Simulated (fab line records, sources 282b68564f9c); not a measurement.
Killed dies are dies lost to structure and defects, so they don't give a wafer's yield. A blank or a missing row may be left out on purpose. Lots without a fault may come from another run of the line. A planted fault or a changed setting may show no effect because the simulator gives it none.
Which tool did it? | flow rit_cmos | 14 lots, 42 wafers sampled, at 4 steps of a route of 202

WHAT THE GAUGES READ, wafer by wafer
RIT_ACTIVE_THK_MEAS_02. Usual: ACTIVE_OXIDE_THK 46.6 nm, standard deviation 0.81.
lot  | measured    | on            | ACTIVE_OXIDE_THK (nm) | flag
L217 | day 1 12:23 | film_metro-04 | 46.6 46.0 46.1        |
L218 | day 1 17:04 | film_metro-03 | 47.4 47.3 46.7        |
L220 | day 2 03:03 | film_metro-03 | 47.5 47.0 46.2        |
L221 | day 2 08:44 | film_metro-03 | 46.4 46.6 46.1        |
L222 | day 2 13:55 | film_metro-04 | 47.7 47.7 47.1        |
L223 | day 2 18:03 | film_metro-04 | 47.0 47.5 47.7        |
L225 | day 3 04:04 | film_metro-02 | 45.4 46.2 46.2        |
L226 | day 3 09:25 | film_metro-03 | 46.5 47.1 46.6        |
L227 | day 3 15:28 | film_metro-04 | 46.9 46.9 46.6        |
L228 | day 3 19:03 | film_metro-02 | 45.1 45.4 45.5        |
L229 | day 4 01:08 | film_metro-04 | 45.7 45.3 46.3        |
L237 | day 5 16:13 | film_metro-03 | 29.6 29.1 29.5        | OFF
L238 | day 5 21:15 | film_metro-02 | 28.7 28.5 28.8        | OFF
L239 | day 6 02:04 | film_metro-03 | 47.7 47.8 47.6        |

RIT_ACTIVE_THK_MEAS_04. Usual: ACTIVE_NITRIDE_THK 151.0 nm, standard deviation 1.2.
lot  | measured    | on            | ACTIVE_NITRIDE_THK (nm) | flag
L217 | day 1 13:52 | film_metro-03 | 151.3 152.3 151.8       |
L218 | day 1 18:33 | film_metro-04 | 151.2 150.6 151.4       |
L220 | day 2 04:32 | film_metro-04 | 152.9 151.5 152.1       |
L221 | day 2 10:13 | film_metro-02 | 150.1 149.5 150.1       |
L222 | day 2 15:24 | film_metro-04 | 150.5 151.0 150.2       |
L223 | day 2 19:32 | film_metro-04 | 151.0 150.8 150.2       |
L225 | day 3 05:33 | film_metro-04 | 151.1 151.4 149.8       |
L226 | day 3 10:54 | film_metro-03 | 153.3 151.7 151.8       |
L227 | day 3 16:56 | film_metro-03 | 150.3 150.4 149.3       |
L228 | day 3 20:32 | film_metro-03 | 152.0 153.7 152.5       |
L229 | day 4 03:19 | film_metro-02 | 151.2 150.3 150.9       |
L237 | day 5 17:41 | film_metro-02 | 151.3 151.0 150.2       |
L238 | day 5 22:44 | film_metro-04 | 152.9 151.6 152.1       |
L239 | day 6 03:33 | film_metro-04 | 151.8 151.4 152.2       |

RIT_ACTIVE_CD_MEAS_11: target cd 1400 nm. Usual: cd_nm 1399.7 nm, standard deviation 2.3.
lot  | measured    | on        | cd_nm (nm)           | flag
L217 | day 1 14:47 | cd_sem-01 | 1402.8 1401.8 1400.2 |
L218 | day 1 19:35 | cd_sem-02 | 1397.7 1401.6 1400.3 |
L220 | day 2 05:34 | cd_sem-02 | 1395.9 1397.5 1396.9 |
L221 | day 2 11:07 | cd_sem-02 | 1400.3 1399.6 1401.2 |
L222 | day 2 16:19 | cd_sem-01 | 1397.3 1397.1 1400.3 |
L223 | day 2 20:42 | cd_sem-01 | 1396.8 1398.5 1395.5 |
L225 | day 3 06:29 | cd_sem-01 | 1396.2 1395.8 1395.6 |
L226 | day 3 11:57 | cd_sem-02 | 1402.6 1401.7 1400.6 |
L227 | day 3 17:50 | cd_sem-02 | 1401.8 1399.3 1399.1 |
L228 | day 3 21:34 | cd_sem-02 | 1398.1 1400.2 1401.0 |
L229 | day 4 04:14 | cd_sem-02 | 1396.5 1398.8 1396.5 |
L237 | day 5 18:37 | cd_sem-02 | 1413.6 1412.0 1412.8 | OFF
L238 | day 5 23:47 | cd_sem-02 | 1398.9 1399.2 1399.6 |
L239 | day 6 04:29 | cd_sem-02 | 1402.2 1401.4 1401.0 |

WHICH TOOL RAN EACH LOT (tool, then ch and the chambers of the sampled wafers, then the start)
lot  | RIT_ACTIVE_OXIDATION_01
L217 | furnace-02 ch 0, day 1 10:27
L218 | furnace-01 ch 0, day 1 15:07
L220 | furnace-04 ch 0, day 2 01:07
L221 | furnace-04 ch 0, day 2 06:48
L222 | furnace-01 ch 0, day 2 11:59
L223 | furnace-04 ch 0, day 2 16:07
L225 | furnace-04 ch 0, day 3 02:07
L226 | furnace-01 ch 0, day 3 07:28
L227 | furnace-01 ch 0, day 3 13:31
L228 | furnace-02 ch 0, day 3 17:07
L229 | furnace-02 ch 0, day 3 23:12
L237 | furnace-04 ch 0, day 5 14:15
L238 | furnace-04 ch 0, day 5 19:18
L239 | furnace-01 ch 0, day 6 00:07
- RIT_ACTIVE_OXIDATION_01: target thk 46.8 nm, ox time 3360 s.

WHAT THE TOOLS THEMSELVES READ (means of the sampled wafers that have a number; where no wafer has one, the mark that the record gives instead)
RIT_ACTIVE_OXIDATION_01. Usual: ox_temp_c 999.9 C, standard deviation 0.41; spike_tc_load_C 1024.1 C, standard deviation 2.5; tube_center_temp_C 1000 C, standard deviation 0.086; zone_power_centre_pct 50 %, standard deviation 4.3.
lot  | tool       | ox_temp_c (C) | spike_tc_load_C (C) | tube_center_temp_C (C) | zone_power_centre_pct (%) | flag
L217 | furnace-02 | 1000.0        | 1026.5              | 1000                   | 43                        |
L218 | furnace-01 | 999.8         | 1025.8              | 1000                   | 51                        |
L220 | furnace-04 | 1000.2        | 1022.1              | 1000                   | 55                        |
L221 | furnace-04 | 999.9         | 1020.7              | 1000                   | 55                        |
L222 | furnace-01 | 999.8         | 1026.6              | 1000                   | 51                        |
L223 | furnace-04 | 1000.1        | 1020.5              | 1000                   | 55                        |
L225 | furnace-04 | 1000.1        | 1020.6              | 1000                   | 55                        |
L226 | furnace-01 | 1000.0        | 1025.7              | 1000                   | 51                        |
L227 | furnace-01 | 999.9         | 1026.8              | 1000                   | 51                        |
L228 | furnace-02 | 999.8         | 1026.9              | 1000                   | 43                        |
L229 | furnace-02 | 999.7         | 1026.0              | 1000                   | 43                        |
L237 | furnace-04 | 999.9         | 1021.0              | 1000                   | 54                        |
L238 | furnace-04 | 1000.3        | 1021.2              | 1000                   | 54                        |
L239 | furnace-01 | 999.6         | 1025.3              | 1000                   | 51                        |

THE ANSWER, worked out from the rows above alone
Rule: a lot is off if the mean of its wafers that have a number lies more than 3 standard deviations from the usual mean. A lot without any number at a reading at which 4 lots or more have one is off too. The other lots that the step has rows for count as sound. The gauges are gone through in route order, then the tools' own readings, and for those a lot's mean is taken as printed above. The first step at which some lot is off is used, and at that step the reading that is off furthest; a lot without a number counts as furthest.
Off: L237, L238, at RIT_ACTIVE_THK_MEAS_02 (ACTIVE_OXIDE_THK).
A tool fits if, at a process step before that reading, it ran every lot that is off, and no sound lot after the first of them. The gauges at RIT_ACTIVE_THK_MEAS_02 are tried like those tools. One fits: furnace-04 at RIT_ACTIVE_OXIDATION_01. Its last sound lot is L225 (day 3 02:07), its first lot that is off L237 (day 5 14:15): a fault that began between those two fits.

WHAT THE SIMULATOR HAD PUT IN
Process parameter drift: furnace-04, from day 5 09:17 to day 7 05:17, at RIT_ACTIVE_OXIDATION_01. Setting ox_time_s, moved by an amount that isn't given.
Lots struck among those shown: L237, L238. The rule above found the same.
